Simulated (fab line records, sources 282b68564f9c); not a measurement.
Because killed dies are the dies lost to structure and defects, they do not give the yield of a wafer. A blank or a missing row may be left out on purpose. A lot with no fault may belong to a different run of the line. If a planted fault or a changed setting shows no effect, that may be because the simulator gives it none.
Which tool is to blame? + flow rit cmos + Sampling: 15 lots, 45 wafers, 2 of 202 route steps

## WHAT EACH GAUGE READ, for each wafer
RIT_SPACER_THK_MEAS_04.
| lot  | measured    | on            | SPACER_NITRIDE_THK (nm) |
|------|-------------|---------------|-------------------------|
| L755 | day 3 02:05 | film metro-01 | 247.6 249.1 247.4       |
| L756 | day 3 04:42 | film metro-01 | 249.4 249.7 251.6       |
| L757 | day 3 14:11 | film metro-01 | 251.2 251.0 251.5       |
| L759 | day 3 20:40 | film metro-03 | 250.3 249.5 250.4       |
| L763 | day 4 18:28 | film metro-03 | 317.3 316.3 318.1       |
| L764 | day 5 01:35 | film metro-02 | 250.1 252.8 251.1       |
| L765 | day 5 05:02 | film metro-02 | 321.0 318.8 319.1       |
| L766 | day 5 06:57 | film metro-03 | 322.3 324.9 320.3       |
| L768 | day 5 18:30 | film metro-03 | 249.2 246.7 250.9       |
| L769 | day 6 01:02 | film metro-03 | 250.5 251.8 249.8       |
| L770 | day 6 03:56 | film metro-03 | 247.0 247.4 248.2       |
| L772 | day 6 12:55 | film metro-03 | 249.5 251.7 247.8       |
| L773 | day 6 21:26 | film metro-03 | 249.6 250.0 250.9       |
| L774 | day 6 23:22 | film metro-01 | 252.3 252.7 251.1       |
| L776 | day 7 08:39 | film metro-03 | 246.2 246.9 246.2       |

## TOOL THAT RAN EACH LOT (tool first, then ch and the chambers of the sampled wafers, then the start)
| lot  | RIT_SPACER_CVD_03          |
|------|----------------------------|
| L755 | lpcvd-01 ch 1, day 3 00:10 |
| L756 | lpcvd-01 ch 0, day 3 02:47 |
| L757 | lpcvd-01 ch 1, day 3 11:18 |
| L759 | lpcvd-02 ch 1, day 3 18:44 |
| L763 | lpcvd-02 ch 1, day 4 16:32 |
| L764 | lpcvd-01 ch 1, day 4 22:43 |
| L765 | lpcvd-02 ch 0, day 5 03:07 |
| L766 | lpcvd-02 ch 1, day 5 05:01 |
| L768 | lpcvd-01 ch 0, day 5 15:35 |
| L769 | lpcvd-01 ch 1, day 5 23:05 |
| L770 | lpcvd-01 ch 1, day 6 02:01 |
| L772 | lpcvd-01 ch 0, day 6 11:00 |
| L773 | lpcvd-01 ch 0, day 6 19:31 |
| L774 | lpcvd-01 ch 1, day 6 21:26 |
| L776 | lpcvd-01 ch 1, day 7 06:44 |
- RIT_SPACER_CVD_03: deposits Si3N4 from SiH2Cl2/NH3, target thk 250 nm, time 3300 s.

## WHAT THE TOOLS THEMSELVES READ (means of the sampled wafers that have a number; where no wafer has one, the mark that the record gives instead)
The record holds no such reading with a usual standard deviation.

## THE ANSWER, worked out from the rows above alone
Rule: usual is defined by the lots themselves. The widest of any qualifying gaps counts: lots, ordered by their means at a reading, are off when they make up no more than a third of the lots, leave a main group of 4 or more, and stand apart from it by 3 or more times the standard deviation of that group's means. A main group is skipped when, at the precision printed for the reading in the tables above, its means are all equal. A lot without any number at a reading at which 4 lots or more have one is off too. Any other lot the step has rows for is counted as sound. First the gauges in route order, then the tools' own readings, where a lot's mean is used as printed above. At the first step where some lot is off, the reading lying furthest off is the one used; lots without a number count as furthest.
Off: at RIT_SPACER_THK_MEAS_04 (SPACER_NITRIDE_THK), L763, L765, L766. Main group: mean 249.7 nm, sd 1.6.
A tool fits if, at a process step before that reading, it ran every lot that is off, and no sound lot after the first of them. Those tools and the gauges at RIT_SPACER_THK_MEAS_04 are tried in the same way. One fits: RIT_SPACER_CVD_03 on lpcvd-02. Its last sound lot is L759 (day 3 18:44), its first lot that is off L763 (day 4 16:32): a fault that began between those two fits.

## WHAT HAD BEEN PUT IN BY THE SIMULATOR
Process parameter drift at RIT_SPACER_CVD_03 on lpcvd-02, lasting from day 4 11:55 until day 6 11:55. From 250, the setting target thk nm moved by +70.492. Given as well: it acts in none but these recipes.
Lots struck among those shown: L763, L765, L766. Same finding as the rule above.
